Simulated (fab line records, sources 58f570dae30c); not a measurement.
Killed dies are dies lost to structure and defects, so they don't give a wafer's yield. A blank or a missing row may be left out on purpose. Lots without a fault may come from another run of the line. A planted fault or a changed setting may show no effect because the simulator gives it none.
A struck lot beside a sound one | flow berkeley_cmos170 | 14 steps out of a route of 331
Sound: wafers L771.1, L771.3, L771.5. Struck: wafers L770.1, L770.3, L770.6. The cause comes at the end.
At each step with rows: each side's tool, then ch and its chambers, then its first start. Under that, the readings that differ: sound wafers | struck wafers | difference of the means | sigmas: that difference in standard deviations of wafers without a fault.
alike: readings whose means differ by less than 2 such deviations, and words and numbers that are the same on both sides. not compared: withheld readings, readings that some wafer has no value for, bounds like >300 that may hide the same value, and numbers for which the record gives no deviation and whose values overlap.
The two part at a step that has a row with sigmas, a row that says differs or no value, or rows on one side only. Numbers that don't overlap but have no deviation are shown without sigmas and don't part them. A reading that every wafer of one side lacks parts them only if that side has two wafers or more.

first, 1 step without rows for these wafers: UCB170_GATE_WET_ETCH_00 (etches SiO2 in dHF, time 200 s).
UCB170_FIELD_THK_MEAS_91:
  sound on film_metro-01, day 7 11:13; struck on film_metro-04, day 7 11:16
  alike: FIELD_OXIDE_LEFT_2_THK
then, 1 step without rows for these wafers: UCB170_GATE_OXIDATION_01 (target thk 6.6 nm, ox time 1800 s).
UCB170_GATE_THK_MEAS_02:
  sound on film_metro-02, day 7 13:55; struck on film_metro-03, day 7 13:55
  alike: GATE_OXIDE_THK
then, 2 steps without rows for these wafers: UCB170_GATE_ANNEAL_03 (time 1800 s); UCB170_GATE_CVD_04 (deposits poly-Si from SiH4, time 1440 s, target thk 214 nm).
UCB170_GATE_THK_MEAS_05:
  sound on film_metro-02, day 7 20:47; struck on film_metro-03, day 7 20:47
  alike: GATE_POLY_THK
then, 5 steps without rows for these wafers: UCB170_GATE_COAT_06; UCB170_GATE_COAT_07 (resist thk 900 nm); UCB170_GATE_SOFTBAKE_08 (time 60 s); UCB170_GATE_EXPOSE_09 (exposes mask POLY, target cd 350 nm); UCB170_GATE_PEB_10.
UCB170_GATE_DEVELOP_11: develop time 45 s.
  sound on litho_track-03 ch 0, day 7 21:00; struck on litho_track-04, day 7 22:00
  no value came back on the struck wafers for chill_plate_temp_C (C), develop_time_s (s); on the sound wafers chill_plate_temp_C (C) reads 22.99 22.92 22.98
  reading                               | sound             | struck          | difference | sigmas
  model.KrF_of_GATE_COAT_07.thk_nm (nm) | 890.6 886.5 888.9 | 898 900.5 898.8 | +10        |
UCB170_GATE_CD_MEAS_12: target cd 350 nm.
  sound on cd_sem-01, day 7 22:03; struck on cd_sem-02, day 7 22:10
  reading    | sound             | struck | difference                    | sigmas
  cd_nm (nm) | 352.4 351.9 353.6 | - - -  | no value on the struck wafers |

WHERE THEY PART
First at UCB170_GATE_DEVELOP_11; last, within this record, at UCB170_GATE_CD_MEAS_12.

WHY: what the simulator had put in
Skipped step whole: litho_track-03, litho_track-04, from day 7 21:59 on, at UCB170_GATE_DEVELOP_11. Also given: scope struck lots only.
